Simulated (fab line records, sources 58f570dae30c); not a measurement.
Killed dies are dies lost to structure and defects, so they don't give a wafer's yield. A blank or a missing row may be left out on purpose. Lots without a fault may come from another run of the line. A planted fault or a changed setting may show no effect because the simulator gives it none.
Which tool did it? | flow berkeley_cmos170 | 7 lots, 21 wafers sampled, at 2 steps of a route of 331

WHAT THE GAUGES READ, wafer by wafer
UCB170_M1_THK_MEAS_02: measures by xrf.
lot  | measured     | on            | M1_AL_THK (nm)
L966 | day 8 22:53  | film_metro-01 | 589 599 596
L968 | day 9 21:01  | film_metro-01 | 601 607 601
L973 | day 9 20:41  | film_metro-01 | 610 606 599
L978 | day 11 07:25 | film_metro-02 | 589 594 596
L980 | day 11 07:36 | film_metro-01 | 600 603 602
L982 | day 11 22:14 | film_metro-01 | 607 605 606
L985 | day 12 13:05 | film_metro-02 | 596 592 590

WHICH TOOL RAN EACH LOT (tool, then ch and the chambers of the sampled wafers, then the start)
lot  | UCB170_WELLDRIVE_ANNEAL_03
L966 | furnace-01 ch 0, day 4 15:29
L968 | furnace-04 ch 0, day 5 12:49
L973 | furnace-04 ch 0, day 5 12:49
L978 | furnace-04 ch 0, day 7 01:38
L980 | furnace-04 ch 0, day 7 01:38
L982 | furnace-01 ch 0, day 7 22:02
L985 | furnace-02 ch 0, day 8 13:25
- UCB170_WELLDRIVE_ANNEAL_03: time 900 s.

THE ANSWER, worked out from the rows above alone
Rule: what is usual is taken from the lots themselves. Put in order of their means at a reading, lots are off if they are a third of the lots or fewer, leave a main group of 4 or more, and stand apart from it by a gap of 3 or more times the standard deviation of the main group's means; of several such gaps the widest counts. A main group whose means are all the same, to the digits that the tables above print for the reading, isn't used. A lot without any number at a reading at which 4 lots or more have one is off too. The other lots that the step has rows for count as sound.
No lot is off at any reading shown: from this, nothing can be told.

WHAT THE SIMULATOR HAD PUT IN
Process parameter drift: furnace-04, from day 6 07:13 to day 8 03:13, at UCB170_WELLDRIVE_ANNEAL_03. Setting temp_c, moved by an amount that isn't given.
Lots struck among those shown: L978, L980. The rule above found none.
